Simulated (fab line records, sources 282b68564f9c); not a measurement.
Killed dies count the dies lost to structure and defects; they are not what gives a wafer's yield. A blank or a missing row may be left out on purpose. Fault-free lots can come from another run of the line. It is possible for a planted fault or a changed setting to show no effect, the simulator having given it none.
Comparing a struck lot with a sound one ; flow rit-cmos ; 44 steps out of a route of 202
Sound: wafers L193.1, L193.2, L193.5. Struck: wafers L202.3, L202.4, L202.6. At the end, the cause is stated.
Per side, at each step with rows, come the tool, then ch with its chambers, and then its first start. Under that, the readings that differ: sound wafers ; struck wafers ; difference of the means ; sigmas: that difference in standard deviations of wafers without a fault.
alike: readings whose means differ by less than 2 such deviations, and words and numbers that are the same on both sides. not compared: withheld readings, readings that some wafer has no value for, bounds like >300 that may hide the same value, and numbers for which the record gives no deviation and whose values overlap.
The two part at a step that has a row with sigmas, a row that says differs or no value, or rows on one side only. Numbers that don't overlap but have no deviation are shown without sigmas and don't part them. Lack of a reading on every wafer of one side parts them only where that side has two or more wafers.

first, 3 steps without rows for these wafers: RIT_REOX_CLEAN_01 (cleans in dHF, time 30 s); RIT_REOX_CLEAN_02 (cleans in SC2, time 600 s); RIT_REOX_OXIDATION_03 (target thk 25.2 nm, ox time 5580 s).
RIT_REOX_THK_MEAS_04:
  sound on film-metro-03 at day 3 17:43; struck on film-metro-02 at day 5 15:25
reading;sound;struck;difference;sigmas
REOX_OXIDE_THK (nm);26.1 26.2 26.2;25.3 25.1 25.3;-0.9;-2
then, 6 steps without rows for these wafers: RIT_NLDD_HMDS_00 (prime time 60 s); RIT_NLDD_COAT_01 (resist thk 1000 nm); RIT_NLDD_SOFTBAKE_02 (time 60 s); RIT_NLDD_EXPOSE_03 (exposes mask M7, target cd 40700 nm); RIT_NLDD_PEB_04; RIT_NLDD_DEVELOP_05 (develop time 50 s).
RIT_NLDD_OVL_MEAS_06:
  sound on overlay-02 at day 3 18:46; struck on overlay-02 at day 5 16:32
  alike: NLDD_OVL
then, 1 step without rows for these wafers: RIT_NLDD_HARDBAKE_07 (time 60 s).
RIT_NLDD_IMPLANT_08:
  sound on implanter-04 ch 0, day 3 18:56; struck on implanter-04 ch 0, day 5 16:46
reading;sound;struck;difference;sigmas
dose-ions-cm2;4.994e+14 5e+14 5.015e+14;9.96e+13 9.88e+13 9.99e+13;-4.01e+14;-99 or more
end-station-pressure-torr (Torr);5.8e-06 5.8e-06 6.6e-06;5.3e-06 5.5e-06 5.3e-06;-7.0e-07;-2
faraday-current-uA;1548 1551 1593;321 317 316;-1246;-38
  alike: beam-on-s
RIT_NLDD_STRIP_09: strips in O2, time 180 s.
  sound on plasma-asher-03 ch 0,1, day 3 19:05; struck on plasma-asher-04 ch 0,1, day 5 16:55
  alike: drypump-motor-current-A, rf-refl-power-W
  not compared: rf-hours-counter-h
RIT_NLDD_TW_MEAS_10:
  sound on film-metro-01 at day 3 19:16; struck on film-metro-02 at day 5 17:04
reading;sound;struck;difference;sigmas
NLDD_TW;2436 2449 2445;1529 1530 1530;-914;-65
then, 6 steps without rows for these wafers: RIT_PLDD_HMDS_00 (prime time 60 s); RIT_PLDD_COAT_01 (resist thk 1000 nm); RIT_PLDD_SOFTBAKE_02 (time 60 s); RIT_PLDD_EXPOSE_03 (exposes mask M8, target cd 40900 nm); RIT_PLDD_PEB_04; RIT_PLDD_DEVELOP_05 (develop time 50 s).
RIT_PLDD_OVL_MEAS_06:
  sound on overlay-02 at day 3 20:18; struck on overlay-02 at day 5 18:05
  alike: PLDD_OVL
then, 2 steps without rows for these wafers: RIT_PLDD_HARDBAKE_07 (time 60 s); RIT_PLDD_IMPLANT_08.
RIT_PLDD_STRIP_09: strips in O2, time 180 s.
  sound on plasma-asher-02 ch 0,1, day 3 20:38; struck on plasma-asher-04 ch 0,1, day 5 18:28
  alike: drypump-motor-current-A, rf-refl-power-W
  not compared: rf-hours-counter-h
RIT_PLDD_TW_MEAS_10:
  sound on film-metro-01 at day 3 20:49; struck on film-metro-02 at day 5 18:36
  alike: PLDD_TW
then, 4 steps without rows for these wafers: RIT_SPACER_CLEAN_00 (cleans in SC1, time 600 s); RIT_SPACER_CLEAN_01 (cleans in dHF, time 30 s); RIT_SPACER_CLEAN_02 (cleans in SC2, time 600 s); RIT_SPACER_CVD_03 (deposits Si3N4 from SiH2Cl2/NH3, target thk 250 nm, time 3300 s).
RIT_SPACER_THK_MEAS_04:
  sound on film-metro-03 at day 4 00:08; struck on film-metro-04 at day 5 21:07
  alike: SPACER_NITRIDE_THK
RIT_SPACER_ETCHBACK_05: etches Si3N4 in SF6/CHF3, stops on SiO2, target depth 250 nm, time 240 s.
  sound on rie-diel-03 ch 1,2, day 4 00:11; struck on rie-diel-03 ch 1,2,3, day 5 21:10
  alike: drypump-motor-current-A, oes-product-au, throttle-valve-pct
  not compared: rf-hours-counter-h
then, 6 steps without rows for these wafers: RIT_NSD_HMDS_00 (prime time 60 s); RIT_NSD_COAT_01 (resist thk 1000 nm); RIT_NSD_SOFTBAKE_02 (time 60 s); RIT_NSD_EXPOSE_03 (exposes mask M9, target cd 40700 nm); RIT_NSD_PEB_04; RIT_NSD_DEVELOP_05 (develop time 50 s).
RIT_NSD_OVL_MEAS_06:
  sound on overlay-01 at day 4 01:11; struck on overlay-01 at day 5 22:10
  alike: NSD_OVL
then, 2 steps without rows for these wafers: RIT_NSD_HARDBAKE_07 (time 60 s); RIT_NSD_IMPLANT_08.
RIT_NSD_STRIP_09: strips in O2, time 180 s.
  sound on plasma-asher-02 ch 0,1, day 4 01:32; struck on plasma-asher-02 ch 0,1, day 5 22:34
  alike: drypump-motor-current-A, rf-refl-power-W
  not compared: rf-hours-counter-h
RIT_SDANNEAL_RS_MEAS_07: a four-point-probe measurement.
  sound on film-metro-03 at day 4 03:58; struck on film-metro-02 at day 6 01:07
reading;sound;struck;difference;sigmas
NLDD_RS (ohm/sq);151.1 151.5 151.3;521.4 520.2 520.9;+369.5;+99 or more
RIT_M1_PROBE_99:
  sound on prober-01 at day 4 11:26; struck on prober-02 at day 6 08:57
  alike: killed_at_M0_to_M3, killed-at-front-end, killed-dies, killed-open, killed-short

== WHERE THEY PART ==
Earliest at RIT_REOX_THK_MEAS_04; latest, in this record, at RIT_SDANNEAL_RS_MEAS_07. Later steps at which nothing parts them and some readings are alike: RIT_M1_PROBE_99.

WHY: whatever the simulator had introduced
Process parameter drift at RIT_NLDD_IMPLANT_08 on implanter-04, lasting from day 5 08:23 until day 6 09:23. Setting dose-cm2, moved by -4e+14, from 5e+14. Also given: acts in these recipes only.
